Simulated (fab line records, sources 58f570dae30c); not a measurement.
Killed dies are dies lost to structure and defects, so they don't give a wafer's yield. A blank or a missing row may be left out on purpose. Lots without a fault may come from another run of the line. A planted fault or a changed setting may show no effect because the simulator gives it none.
One fault seen from 2 desks | flow berkeley_cmos170 | each desk has only its own numbers; what lay behind them comes last

THE METROLOGY DESK
What the gauges read, lot by lot, whatever tool the lot ran on: means of the sampled wafers that have a number. A lot is out of limits, marked OUT, if its mean lies more than 4 standard deviations from the usual mean; the brackets give that distance.
Columns: A = PVT_OVL at UCB170_PVT_OVL_MEAS_06, usual -2 nm; B = cd_nm at UCB170_GATE_CD_MEAS_12, usual 350.4 nm; C = SPACER_TEOS_THK at UCB170_SPACER_THK_MEAS_01, usual 377 nm; D = NSD_OVL at UCB170_NSD_OVL_MEAS_07, usual 0 nm
lot  | first seen here | A   | B     | C              | D
L324 | day 6 19:53     | -8  | 349.5 | 377            | -5
L325 | day 7 08:57     | -5  | 351.1 | 377            | -4
L329 | day 8 00:46     | -3  | 349.9 | 376            | 0
L331 | day 8 09:55     | -4  | 351.3 | 379            | 7
L330 | day 8 10:09     | 3   | 348.5 | 375            | 6
L333 | day 8 20:56     | -10 | 349.8 | 379            | -8
L336 | day 9 04:11     | -6  | 349.5 | 381            | -1
L338 | day 9 16:25     | -3  | 350.0 | 382            | 5
L340 | day 9 19:52     | -3  | 350.6 | 378            | -2
L339 | day 9 20:38     | -2  | 350.8 | 375            | 3
L342 | day 10 03:53    | -1  | 349.2 | 354 (-4.5) OUT | 1
L345 | day 10 21:34    | 2   | 349.4 | 381            | -4
L343 | day 10 21:43    | 4   | 349.5 | 370            | 6
L347 | day 11 07:43    | -4  | 350.6 | 371            | 2
This desk's finding: out of limits on L342; first on L342, day 10 21:32 (SPACER_TEOS_THK at UCB170_SPACER_THK_MEAS_01). In limits: L324, L325, L329, L331, L330, L333, L336, L338, L340, L339, L345, L343, L347.

THE TOOL OWNER'S DESK: pecvd-02
The tool's own readings at UCB170_SPACER_CVD_00 (deposits SiO2 from TEOS/O2, target thk 376 nm, time 47 s): means of the sampled wafers that have a number, for each lot that ran on this tool. A lot is out of limits, marked OUT, if its mean lies more than 4 standard deviations from the usual mean; the brackets give that distance.
Columns: A = heater_power_w at UCB170_SPACER_CVD_00, usual 266 W; B = susceptor_temp_C at UCB170_SPACER_CVD_00, usual 389.96 C
lot  | first seen here | A   | B
L325 | day 8 07:53     | 241 | 389.72
L330 | day 9 10:04     | 233 | 390.13
L333 | day 9 16:34     | 222 | 390.07
L340 | day 10 14:53    | 239 | 389.99
L339 | day 10 16:17    | 268 | 390.21
L342 | day 10 21:28    | 249 | 389.74
L343 | day 11 19:31    | 219 | 390.10
This desk's finding: nothing out of limits on any of the 7 lots.

PUT TOGETHER
The metrology desk could have raised an alarm at day 10 21:32, on L342.
The tool owner's desk saw nothing out of limits.
The tool owner's desk has L342 on record, within its limits.
Of the lots named, all ran UCB170_SPACER_CVD_00 on pecvd-02.

WHAT THE SIMULATOR HAD PUT IN
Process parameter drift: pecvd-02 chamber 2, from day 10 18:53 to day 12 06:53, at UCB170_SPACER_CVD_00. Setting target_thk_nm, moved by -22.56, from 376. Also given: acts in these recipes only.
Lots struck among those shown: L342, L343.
Hours from the fault's start to each desk's first reading out of limits: the metrology desk, 3.
